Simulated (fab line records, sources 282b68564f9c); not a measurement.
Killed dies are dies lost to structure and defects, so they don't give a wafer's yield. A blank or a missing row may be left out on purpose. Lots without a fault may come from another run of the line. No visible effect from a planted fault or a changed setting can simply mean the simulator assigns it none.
Struck lot and sound lot, side by side / flow rit_cmos / 19 out of 202 route steps
Sound: these wafers, L300.1, L300.2, L300.4. The struck wafers were L295.1, L295.2, L295.3. The cause is named last.
Each step with rows lists, per side, the tool, then ch with its chambers, then its first start. Under that, the readings that differ: sound wafers / struck wafers / difference of the means / sigmas: that difference in standard deviations of wafers without a fault.
alike: same words and numbers on both sides, and readings whose means sit less than 2 such deviations apart. not compared: any withheld reading, any reading some wafer has no value for, any bound like >300 that may hide the same value, and any number with overlapping values for which the record gives no deviation.
A row with sigmas, a row that says differs or no value, or rows on one side alone: a step with any of these is where the two part. Non-overlapping numbers with no deviation appear without sigmas and do not part them. A reading that every wafer of one side lacks parts them only if that side has two wafers or more.

RIT_SILICIDE_RS_MEAS_02: the measuring method here is four-point-probe.
  sound on film_metro-01 at day 7 22:58; struck on film_metro-03 at day 6 22:10
reading=SILICIDE_TI_RS (ohm/sq); sound=49.6 49.4 49.4; struck=51.4 51.0 51.7; difference=+1.9; sigmas=+2
RIT_SILICIDE_THK_MEAS_03: measures by xrf.
  sound on film_metro-01 at day 7 23:05; struck on film_metro-03 at day 6 22:17
  alike: SILICIDE_TI_THK
RIT_SILICIDE_RTA_04: time 10 s, ramp up 5 s, ramp down 5 s.
  sound on rtp_anneal-01 ch 0, day 7 23:09; struck on rtp_anneal-02 ch 0, day 6 22:21
  alike: wafer_temp_C_max
then, 1 step without rows for these wafers: RIT_SILICIDE_WET_ETCH_05 (etches Ti in SPM, time 120 s).
RIT_SILICIDE_RTA_06: time 10 s, ramp up 5 s, ramp down 10 s.
  sound on rtp_anneal-02 ch 0, day 7 23:16; struck on rtp_anneal-01 ch 0, day 6 22:28
reading=wafer_temp_C_max; sound=753.7 752.4 753.1; struck=755.1 756.1 755.5; difference=+2.5; sigmas=+2
RIT_CONTACT_CVD_00: deposits SiO2 from TEOS, target thk 400 nm, time 61 s.
  sound on pecvd-01 ch 0,1, day 7 23:20; struck on pecvd-02 ch 0,1,2, day 6 22:32
  alike: heater_power_w, susceptor_temp_C
RIT_CONTACT_THK_MEAS_01:
  sound on film_metro-02 at day 7 23:23; struck on film_metro-04 at day 6 22:35
  alike: CONTACT_TEOS_THK
then, 2 steps without rows for these wafers: RIT_CONTACT_HMDS_02 (prime time 60 s); RIT_CONTACT_COAT_03 (resist thk 1000 nm).
RIT_CONTACT_SOFTBAKE_04: time 62.18 s.
  sound on litho_track-02 ch 0, day 7 23:47; struck on litho_track-02 ch 0, day 6 22:56
  alike: plate_sensor_t_centre_C, plate_sensor_t_edge_C
then, 2 steps without rows for these wafers: RIT_CONTACT_EXPOSE_05 (exposes mask M11, target cd 1000 nm); RIT_CONTACT_PEB_06.
RIT_CONTACT_DEVELOP_07: develop time 120 s.
  sound on litho_track-04 ch 0, day 8 00:00; struck on litho_track-03 ch 0, day 6 23:00
RIT_CONTACT_CD_MEAS_08: target cd 1000 nm.
  sound on cd_sem-02 at day 8 00:36; struck on cd_sem-02 at day 6 23:37
reading=cd_nm (nm); sound=1002.9 1002.6 1001.9; struck=981.9 985.2 983.6; difference=-18.9; sigmas=-9
RIT_CONTACT_OVL_MEAS_09:
  sound on overlay-02 at day 8 00:43; struck on overlay-02 at day 6 23:44
  alike: CONTACT_OVL
then, 1 step without rows for these wafers: RIT_CONTACT_HARDBAKE_10 (time 60 s).
RIT_CONTACT_ETCH_11: etches SiO2 in CHF3/CF4/Ar, stops on TiSi2, target depth 480 nm, time 320 s.
  sound on rie_diel-03 ch 1,2,3, day 8 00:55; struck on rie_diel-01 ch 1,2,3, day 6 23:55
reading=model.CONTACT.cd_nm (nm); sound=1003 1002 1002; struck=982.1 985.3 983.6; difference=-18.7; sigmas=
  alike: drypump_motor_current_A, mfc_ar_sccm, oes_product_au, throttle_valve_pct
  not compared: rf_hours_counter_h
RIT_CONTACT_STRIP_12: strips in O2, time 180 s.
  sound on plasma_asher-01 ch 0,1, day 8 01:06; struck on plasma_asher-02 ch 0,1, day 7 00:07
  alike: drypump_motor_current_A, o2_flow_sccm, rf_refl_power_W
  not compared: rf_hours_counter_h
RIT_M1_PROBE_99:
  sound on prober-01 at day 8 05:46; struck on prober-02 at day 7 04:56
reading=model.etest.contact_to_gate.bv_left_v (V); sound=90.45 90.79 89.63; struck=96.97 94.61 99.09; difference=+6.60; sigmas=
reading=model.etest.contact_to_gate.bv_right_v (V); sound=89.46 89.83 90.08; struck=92.48 95.53 94.42; difference=+4.35; sigmas=
  alike: killed_at_front_end, killed_dies, killed_open, killed_short

## WHERE THEY PART
First at RIT_SILICIDE_RS_MEAS_02; last, within this record, at RIT_CONTACT_CD_MEAS_08. Later steps at which nothing parts them and some readings are alike: RIT_CONTACT_OVL_MEAS_09, RIT_CONTACT_ETCH_11, RIT_CONTACT_STRIP_12, RIT_M1_PROBE_99.

WHY: the cause the simulator had injected
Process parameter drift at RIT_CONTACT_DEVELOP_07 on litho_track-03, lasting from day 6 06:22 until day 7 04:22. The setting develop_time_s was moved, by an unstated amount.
